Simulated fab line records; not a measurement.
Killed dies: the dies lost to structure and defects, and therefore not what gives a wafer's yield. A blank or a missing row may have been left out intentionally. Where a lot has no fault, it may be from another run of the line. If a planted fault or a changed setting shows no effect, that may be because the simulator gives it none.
fab line records	flow ritCmos
[record] lots = 11	wafers = 33	lastDay = 5
route steps=202 shown PWELL@47
lots with no fault: from the same line, run without faults
startH: the number of hours between the record's first day and the start of the first shown wafer of the lot	waitH: time in hours since the lot's previous step	" identical to the entry in the row above	L1.1+2: one row covering several wafers at once	- value missing, or start not given	* or withheld: withheld	< > ~ a bound
route shown NAME@n: NAME is a module with steps in the file, n the number in the route of the first one	usual: the fault-free wafers' mean and standard deviation	same: alike in all rows	chamber/n: place in a boat	sites: per-site readings	_std_site: standard deviation across them	_edge_site: the outer-site mean with the inner-site mean subtracted	radiusMm: how far each site lies from the wafer's centre	mask NAME#n: copy n	behind: the last tool/chamber to shape the wafer	hold: why the lot went on hold/how many hours it stayed there/how the hold came to an end	device: which transistor (n, p or np) failed to switch	end of line: at the end of the route, the tests of the same wafers	a step without rows: its recipe alone	killed: dies that structure and defects cost at the first sort, which is not the same as the wafer's yield	map: a wafer's dies, x killed, . not, _ none there
set.NAME: setting as actually run; set.NAME@STEP: the setting as run at that earlier step	model.NAME: the simulator's own value behind a step, which no gauge read
one table for each step of the route and one row for each wafer, over a sample of lots
services: from which hour (startH, from the record's first day; less than 0 if before it) a tool's chamber was out of use, for how many hours, and why
[[steps]]
[step RIT_PWELL_IMPLANT_08]
[recipe] species = B	energyKev = 170	doseCm2 = 7e+13	tiltDeg = 7
[usual] implantIonAmu = 11/0
lot.wafer	tool	chamber	startH	waitH	implantIonAmu
L417.2	implanter-03	0	25.42	0.2	11
L417.4	"	0	"	"	11
L417.6	"	0	"	"	11
L418.1	implanter-03	0	30.98	0.2	11
L418.3	"	0	"	"	11
L418.4	"	0	"	"	11
L419.3	implanter-03	0	34.03	0.2	11
L419.5	"	0	"	"	11
L419.6	"	0	"	"	11
L420.3	implanter-03	0	38.69	0.2	11
L420.4	"	0	"	"	11
L420.5	"	0	"	"	11
L421.2	implanter-03	0	43.30	0.2	11
L421.3	"	0	"	"	11
L421.5	"	0	"	"	11
L422.3	implanter-04	0	48.88	0.2	11
L422.5	"	0	"	"	11
L422.6	"	0	"	"	11
L423.2	implanter-04	0	53.96	0.2	11
L423.4	"	0	"	"	11
L423.6	"	0	"	"	11
L424.1	implanter-04	0	58.14	0.2	31
L424.2	"	0	"	"	31
L424.3	"	0	"	"	31
L425.1	implanter-03	0	65.76	0.2	31
L425.5	"	0	"	"	31
L425.6	"	0	"	"	31
L426.2	implanter-04	0	69.73	0.2	31
L426.3	"	0	"	"	31
L426.6	"	0	"	"	31
L427.1	implanter-03	0	74.23	0.2	31
L427.2	"	0	"	"	31
L427.6	"	0	"	"	31
[step RIT_PWELL_TW_MEAS_10]
[usual] PWELL_TW = 954/15
lot.wafer	tool	chamber	startH	waitH	PWELL_TW
L417.2	filmMetro-01	-	25.73	0.1	941
L417.4	"	-	"	"	942
L417.6	"	-	"	"	932
L418.1	filmMetro-01	-	31.30	0.1	940
L418.3	"	-	"	"	938
L418.4	"	-	"	"	940
L419.3	filmMetro-04	-	34.33	0.1	963
L419.5	"	-	"	"	960
L419.6	"	-	"	"	964
L420.3	filmMetro-03	-	38.98	0.1	963
L420.4	"	-	"	"	967
L420.5	"	-	"	"	973
L421.2	filmMetro-01	-	43.61	0.1	938
L421.3	"	-	"	"	942
L421.5	"	-	"	"	944
L422.3	filmMetro-03	-	49.18	0.1	967
L422.5	"	-	"	"	973
L422.6	"	-	"	"	968
L423.2	filmMetro-03	-	54.27	0.1	966
L423.4	"	-	"	"	971
L423.6	"	-	"	"	965
L424.1	filmMetro-03	-	58.47	0.1	2417
L424.2	"	-	"	"	2426
L424.3	"	-	"	"	2429
L425.1	filmMetro-03	-	66.09	0.1	2430
L425.5	"	-	"	"	2424
L425.6	"	-	"	"	2419
L426.2	filmMetro-03	-	70.04	0.1	2427
L426.3	"	-	"	"	2441
L426.6	"	-	"	"	2421
L427.1	filmMetro-03	-	74.55	0.1	2447
L427.2	"	-	"	"	2435
L427.6	"	-	"	"	2440
[step RIT_WELLDRIVE_RS_MEAS_02]
[recipe] thkMeasGauge = four-point-probe
[usual] PWELL_RS = 429.3/1.1
lot.wafer	tool	chamber	startH	waitH	PWELL_RS[ohm/sq]
L417.2	filmMetro-03	-	31.00	0.1	430.1
L417.4	"	-	"	"	429.3
L417.6	"	-	"	"	431.6
L418.1	filmMetro-04	-	36.75	0.1	429.1
L418.3	"	-	"	"	429.1
L418.4	"	-	"	"	428.5
L419.3	filmMetro-03	-	39.69	0.1	429.7
L419.5	"	-	"	"	428.9
L419.6	"	-	"	"	428.1
L420.3	filmMetro-03	-	44.68	0.1	430.4
L420.4	"	-	"	"	428.6
L420.5	"	-	"	"	429.7
L421.2	filmMetro-01	-	49.74	0.1	429.1
L421.3	"	-	"	"	429.3
L421.5	"	-	"	"	428.3
L422.3	filmMetro-01	-	54.84	0.1	430.8
L422.5	"	-	"	"	429.1
L422.6	"	-	"	"	428.9
L423.2	filmMetro-04	-	59.91	0.1	429.3
L423.4	"	-	"	"	428.5
L423.6	"	-	"	"	428.7
L424.1	filmMetro-03	-	63.90	0.1	83.6
L424.2	"	-	"	"	83.5
L424.3	"	-	"	"	83.5
L425.1	filmMetro-01	-	72.56	0.1	83.3
L425.5	"	-	"	"	83.4
L425.6	"	-	"	"	83.5
L426.2	filmMetro-03	-	75.55	0.1	83.6
L426.3	"	-	"	"	83.7
L426.6	"	-	"	"	83.7
L427.1	filmMetro-04	-	80.45	0.1	83.5
L427.2	"	-	"	"	83.4
L427.6	"	-	"	"	83.5
[[services]]
tool	chamber	startH	hours	kind
implanter-04	-	40.73	2.8	repair
[[key]]
[firstSign] step = RIT_PWELL_IMPLANT_08	reading = implantIonAmu	direction = up	sigmas = 99+	usual = 11	struck = 31
[effect] step = RIT_PWELL_TW_MEAS_10	reading = PWELL_TW	direction = up	sigmas = 99+	usual = 954	struck = 2430
[effect] step = RIT_WELLDRIVE_RS_MEAS_02	reading = PWELL_RS	direction = down	sigmas = 99+	usual = 429.3	struck = 83.5
metAt RIT_PWELL_IMPLANT_08
struckLots L424,L425,L426,L427
sortLeftOut L424.1,L424.2,L424.3,L425.1,L425.5,L425.6,L426.2,L426.3,L426.6,L427.1,L427.2,L427.6
testerLeftOut L424,L425,L426,L427
onsetBetween 53.96 58.14
[fault] kind = wrongRecipeDownload	tool = implanter-01,implanter-03,implanter-04	chamber = -	onsetH = 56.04	steps = RIT_PWELL_IMPLANT_08	wrongRecipe.notListed = 1
// testerLeftOut: of these lots the tester's yield and bins aren't shown, on N5 and GAA mostly nor the transistor test; their killed dies are dies lost to structure and defects alone, not to doping, threshold or leakage, so they don't give the yield
// sortLeftOut: the simulated sort isn't trusted on such a fault, so these wafers' sort isn't shown, and their yield isn't known
